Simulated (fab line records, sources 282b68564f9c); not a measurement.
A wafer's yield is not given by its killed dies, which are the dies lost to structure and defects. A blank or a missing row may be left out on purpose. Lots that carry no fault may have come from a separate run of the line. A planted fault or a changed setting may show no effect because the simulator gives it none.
Lot-split experiment | flow rit_cmos | route with 202 steps; 5 lots, 23 wafers read

== ON THE SPLIT ==
At RIT_GATE_DEVELOP_15 (develop time 50 s), the setting dev_temp_c was moved away from the recipe's 23 C on 7 of the 23 wafers read, by -10.8% to +10.6%. The other wafers ran this setting at the recipe's value.

== FROM THE SPLIT TO THE READING: what the file shows between them, 5 steps ==
- RIT_PLDD_IMPLANT_08 (also split here: energy_kev)
- RIT_SPACER_CVD_03: deposits Si3N4 from SiH2Cl2/NH3, target thk 250 nm, time 3300 s (also split here: pressure_mtorr)
- RIT_SPACER_THK_MEAS_04
- RIT_SPACER_ETCHBACK_05: etches Si3N4 in SF6/CHF3, stops on SiO2, target depth 250 nm, time 240 s
- RIT_NSD_IMPLANT_08 (also split here: energy_kev)

== THE READING ==
etest.nmos_0p15.drive_ua_um (the simulator's own value, which no gauge read), at RIT_M1_PROBE_99. No usual value for it is given in the file. Across the 16 wafers here that went through the recipe, the average is 437.2 and the standard deviation 56.

wafer  | tool, chamber at the split | dev_temp_c as run, C | against the recipe | etest.nmos_0p15.drive_ua_um | against lot-mates on the recipe
L078.1 | litho_track-03, 0          | 23                   | recipe             | 509.7                       | -
L078.2 | litho_track-03, 0          | 23                   | recipe             | 514.3                       | -
L078.3 | litho_track-03, 0          | 25.43                | +10.6%             | 455.7                       | -57.3
L078.4 | litho_track-03, 0          | 23                   | recipe             | 515                         | -
L078.5 | litho_track-03, 0          | 25.43                | +10.6%             | 459.4                       | -53.6
L079.1 | litho_track-01, 0          | 23                   | recipe             | 414.9                       | -
L079.2 | litho_track-01, 0          | 23                   | recipe             | 406.6                       | -
L079.3 | litho_track-01, 0          | 23                   | recipe             | 418                         | -
L079.4 | litho_track-01, 0          | 23                   | recipe             | 402.7                       | -
L079.5 | litho_track-01, 0          | 23                   | recipe             | 400.9                       | -
L080.1 | litho_track-01, 0          | 20.52                | -10.8%             | 511.5                       | +45.3
L080.3 | litho_track-01, 0          | 23                   | recipe             | 461.2                       | -
L080.4 | litho_track-01, 0          | 23                   | recipe             | 471.2                       | -
L080.5 | litho_track-01, 0          | 20.52                | -10.8%             | 528                         | +61.8
L080.6 | litho_track-01, 0          | 20.52                | -10.8%             | 547.2                       | +81.0
L083.1 | litho_track-01, 0          | 23                   | recipe             | 345.7                       | -
L083.2 | litho_track-01, 0          | 25.41                | +10.5%             | 303                         | -48.9
L083.3 | litho_track-01, 0          | 23                   | recipe             | 350.9                       | -
L083.4 | litho_track-01, 0          | 23                   | recipe             | 359                         | -
L083.5 | litho_track-01, 0          | 25.41                | +10.5%             | 302.4                       | -49.5
L085.1 | litho_track-01, 0          | 23                   | recipe             | 471                         | -
L085.5 | litho_track-01, 0          | 23                   | recipe             | 480.5                       | -
L085.6 | litho_track-01, 0          | 23                   | recipe             | 473.4                       | -

FIT RESULTS
A straight line over all 23 wafers: etest.nmos_0p15.drive_ua_um changes by -6.82 for each +1% of dev_temp_c; r = -0.57; the points scatter about the line by 60.
The same after taking each lot's own level away (the mean of its wafers on the recipe; 23 wafers): -5.36 for each +1%; r = -0.97; scatter 7.6.
Per that fit: largest dev_temp_c move, reading shift of 58.
Measured against the standard deviation above, the lots' own levels, which go from 351.87 to 513.00, span 2.9 times it.
So the lot-to-lot level blurs the effect unless lot-mates are compared.
Check: +62.7 against its lot-mates is what the line predicts for one of the wafers moved furthest among these (-10.8%) when that wafer is left out of the fit. It came out at +45.3 against them.

== OTHER SPLITS APPLIED TO THESE WAFERS ==
Other splits were also applied to these wafers ahead of the reading. Each is held against what the fit with the lots' levels taken away leaves over:
other split on the same wafers     | wafers away from the commonest value | r with etest.nmos_0p15.drive_ua_um (lot level and that fit taken away)
RIT_ACTIVE_CVD_03 time_s           | 18                                   | +0.04
RIT_ACTIVE_ETCH_13 rf_w            | 8                                    | -0.07
RIT_ACTIVE_STRIP_14 pressure_mtorr | 18                                   | +0.03
RIT_PWELL_IMPLANT_08 dose_cm2      | 5                                    | -0.48
RIT_NRETRO_IMPLANT_08 energy_kev   | 5                                    | -0.20
RIT_PRETRO_COAT_01 resist_thk_nm   | 7                                    | +0.06
RIT_GATE_OXIDATION_05 temp_c       | 15                                   | +0.08
RIT_PLDD_IMPLANT_08 energy_kev     | 8                                    | +0.25
RIT_SPACER_CVD_03 pressure_mtorr   | 15                                   | +0.03
RIT_NSD_IMPLANT_08 energy_kev      | 5                                    | -0.10

== THE WHOLE CHAIN: every reading that the file lists as answering this split, in the file's order ==
step            | what it does | reading                                                                      | change (the file's fit)           | r (the file's)
RIT_M1_PROBE_99 |              | etest.pmos_0p15.r_on_ohm_um (the simulator's own value, which no gauge read) | +30.1 for each +1% of the setting | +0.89
RIT_M1_PROBE_99 |              | etest.nmos_0p15.r_on_ohm_um (the simulator's own value, which no gauge read) | +11 for each +1% of the setting   | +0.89
RIT_M1_PROBE_99 |              | etest.nmos_0p15.drive_ua_um (the simulator's own value, which no gauge read) | -5.26 for each +1% of the setting | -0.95

== FILE'S OWN FIT ==
etest.nmos_0p15.drive_ua_um changes by -5.26 for each +1% of dev_temp_c, r = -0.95.
